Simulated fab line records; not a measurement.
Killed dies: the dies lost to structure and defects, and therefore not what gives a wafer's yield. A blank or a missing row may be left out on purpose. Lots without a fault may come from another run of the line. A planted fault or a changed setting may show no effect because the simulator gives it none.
One fault through the eyes of 2 desks -- flow berkeleyCmos170 -- each desk holds nothing but its own numbers, with what lay behind them at the end

== AT THE TOOL OWNER'S DESK: pvdSputter-01 ==
The tool's own readings at UCB170_SILICIDE_SPUTTER_01 (material Ti, target thk 30 nm, time 25 s): means of the sampled wafers that have a number, for each lot that ran on this tool. The brackets show how far a lot's mean lies from the usual mean; more than 4 standard deviations puts the lot out of limits, marked OUT.
Columns: A = throttleValvePct at UCB170_SILICIDE_SPUTTER_01, usual 29.6 %
lot,first seen here,A
L230,day 8 01:04,30.7
L231,day 8 01:33,29.4
L237,day 9 20:41,30.0
This desk's verdict: no lot among the 3 shows anything out of limits.

== FROM THE METROLOGY DESK ==
What the gauges read for every lot (on any tool): the sampled wafers with a number, averaged. The brackets show how far a lot's mean lies from the usual mean; more than 4 standard deviations puts the lot out of limits, marked OUT.
Columns: A = cdNm at UCB170_M2_CD_MEAS_90, usual 701 nm; B = cdNm at UCB170_M3_CD_MEAS_15, usual 700.0 nm
lot,first seen here,A,B
L230,day 8 15:14,696,699.5
L231,day 8 22:02,697,700.8
L232,day 9 16:22,706,697.3
L235,day 9 18:32,698,700.2
L237,day 10 18:05,704,698.9
L238,day 10 19:54,697,701.6
L244,day 11 15:50,697,701.8
L243,day 11 16:06,701,699.1
L249,day 13 14:32,705,700.7
L247,day 13 17:10,698,700.5
L250,day 13 19:53,701,701.3
L252,day 14 05:15,700,702.5
L251,day 14 07:34,702,699.5
This desk's verdict: no lot among the 13 shows anything out of limits.

== PUT TOGETHER ==
The desk of the tool owner found nothing out of limits.
From the metrology desk's view, nothing was out of limits.

== WHAT THE SIMULATOR HAD INSERTED ==
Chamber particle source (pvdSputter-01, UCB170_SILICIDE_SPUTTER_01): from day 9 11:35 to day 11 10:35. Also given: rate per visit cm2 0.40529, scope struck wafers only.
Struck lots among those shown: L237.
